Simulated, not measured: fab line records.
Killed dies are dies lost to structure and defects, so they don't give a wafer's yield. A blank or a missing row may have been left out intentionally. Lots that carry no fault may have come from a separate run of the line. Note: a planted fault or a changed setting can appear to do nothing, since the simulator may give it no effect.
Struck lot and sound lot, side by side :: flow rit cmos :: 22 steps out of a route of 202
Sound: wafers L968.1, L968.4, L968.5. Wafers L981.2, L981.3, L981.4 were the ones struck. Last of all comes the cause.
Each step with rows lists, per side, the tool, then ch with its chambers, then its first start. Under that, the readings that differ: sound wafers :: struck wafers :: difference of the means :: sigmas: that difference in standard deviations of wafers without a fault.
alike: same words and numbers on both sides, and readings whose means sit less than 2 such deviations apart. not compared: any withheld reading, any reading some wafer has no value for, any bound like >300 that may hide the same value, and any number with overlapping values for which the record gives no deviation.
Wherever a step has rows on one side only, a row that says differs or no value, or a row with sigmas, the two part there. Numbers that don't overlap but have no deviation are shown without sigmas and don't part them. A reading missing from all wafers of one side parts the sides only when that side holds two or more wafers.

first, 2 steps without rows for these wafers: RIT_NSD_HARDBAKE_07 (time 60 s); RIT_NSD_IMPLANT_08.
RIT_NSD_STRIP_09: strips in O2, time 180 s.
  sound on plasma asher-01 ch 1, day 3 06:19; struck on plasma asher-01 ch 0,1, day 6 04:59
  alike: drypump motor current A
  not compared: rf hours counter h
RIT_NSD_TW_MEAS_10:
  struck on film metro-04, day 6 05:10; sound on film metro-02, day 3 06:29
  alike: NSD_TW
then, 6 steps without rows for these wafers: RIT_PSD_HMDS_00 (prime time 60 s); RIT_PSD_COAT_01 (resist thk 1000 nm); RIT_PSD_SOFTBAKE_02 (time 60 s); RIT_PSD_EXPOSE_03 (exposes mask M10, target cd 40900 nm); RIT_PSD_PEB_04; RIT_PSD_DEVELOP_05 (develop time 50 s).
RIT_PSD_OVL_MEAS_06:
  struck on overlay-01, day 6 06:04; sound on overlay-02, day 3 07:32
  alike: PSD_OVL
then, 1 step without rows for these wafers: RIT_PSD_HARDBAKE_07 (time 60 s).
RIT_PSD_IMPLANT_08:
  sound on implanter-03 ch 0, day 3 07:43; struck on implanter-03 ch 0, day 6 06:17
reading: beam energy keV
sound: 26.999 26.979 26.982
struck: 25.110 25.111 25.117
difference: -1.874
sigmas: -99 or more

reading: model.implant.rp nm (nm)
sound: 21.81 21.81 21.81
struck: 20.61 20.61 20.61
difference: -1.20
sigmas: 

reading: model.implant.drp nm (nm)
sound: 12.05 12.05 12.05
struck: 11.45 11.45 11.45
difference: -0.60
sigmas: 
RIT_PSD_STRIP_09: strips in O2, time 180 s.
  sound on plasma asher-03 ch 0,1, day 3 07:52; struck on plasma asher-03 ch 0,1, day 6 06:24
  alike: drypump motor current A
  not compared: rf hours counter h
RIT_PSD_TW_MEAS_10:
  struck on film metro-04, day 6 06:35; sound on film metro-02, day 3 08:02
reading: PSD_TW
sound: 3435 3407 3430
struck: 3378 3390 3371
difference: -44
sigmas: -3
then, 3 steps without rows for these wafers: RIT_SDANNEAL_CLEAN_00 (cleans in SC1, time 600 s); RIT_SDANNEAL_CLEAN_01 (cleans in dHF, time 30 s); RIT_SDANNEAL_CLEAN_02 (cleans in SC2, time 600 s).
RIT_SDANNEAL_RTA_03: time 5 s.
  sound on rtp anneal-01 ch 0, day 3 08:30; struck on rtp anneal-01 ch 0, day 6 07:02
  alike: wafer_temp_C_max
RIT_SDANNEAL_RS_MEAS_04: measurement is done with a four-point probe.
  struck on film metro-01, day 6 07:06; sound on film metro-04, day 3 08:34
reading: PSD_RS (ohm/sq)
sound: 116.07 115.88 115.98
struck: 120.33 120.41 120.25
difference: +4.35
sigmas: +18
RIT_SDANNEAL_RS_MEAS_05: measurement is done with a four-point probe.
  struck on film metro-01, day 6 07:13; sound on film metro-04, day 3 08:41
  alike: NSD_RS
RIT_M1_PROBE_99:
  struck on prober-01, day 6 14:31; sound on prober-02, day 3 15:49
reading: model.etest.contact pplus.end ohm um
sound: 43.14 44.48 43.46
struck: 47.62 47.97 47.26
difference: +3.92
sigmas: 

reading: model.etest.vpnp.gain
sound: 1.061 1.055 1.058
struck: 0.9671 0.9777 0.9702
difference: -0.0863
sigmas: 
  alike: killed at front end, killed dies, killed open, killed short

## WHERE THEY PART
At RIT_PSD_IMPLANT_08 first; at RIT_SDANNEAL_RS_MEAS_04 last (within this record only). Later steps at which nothing parts them and some readings are alike: RIT_SDANNEAL_RS_MEAS_05, RIT_M1_PROBE_99.

WHY: what the simulator had put in
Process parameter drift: implanter-03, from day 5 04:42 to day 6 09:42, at RIT_PSD_IMPLANT_08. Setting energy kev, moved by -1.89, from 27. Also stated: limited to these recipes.
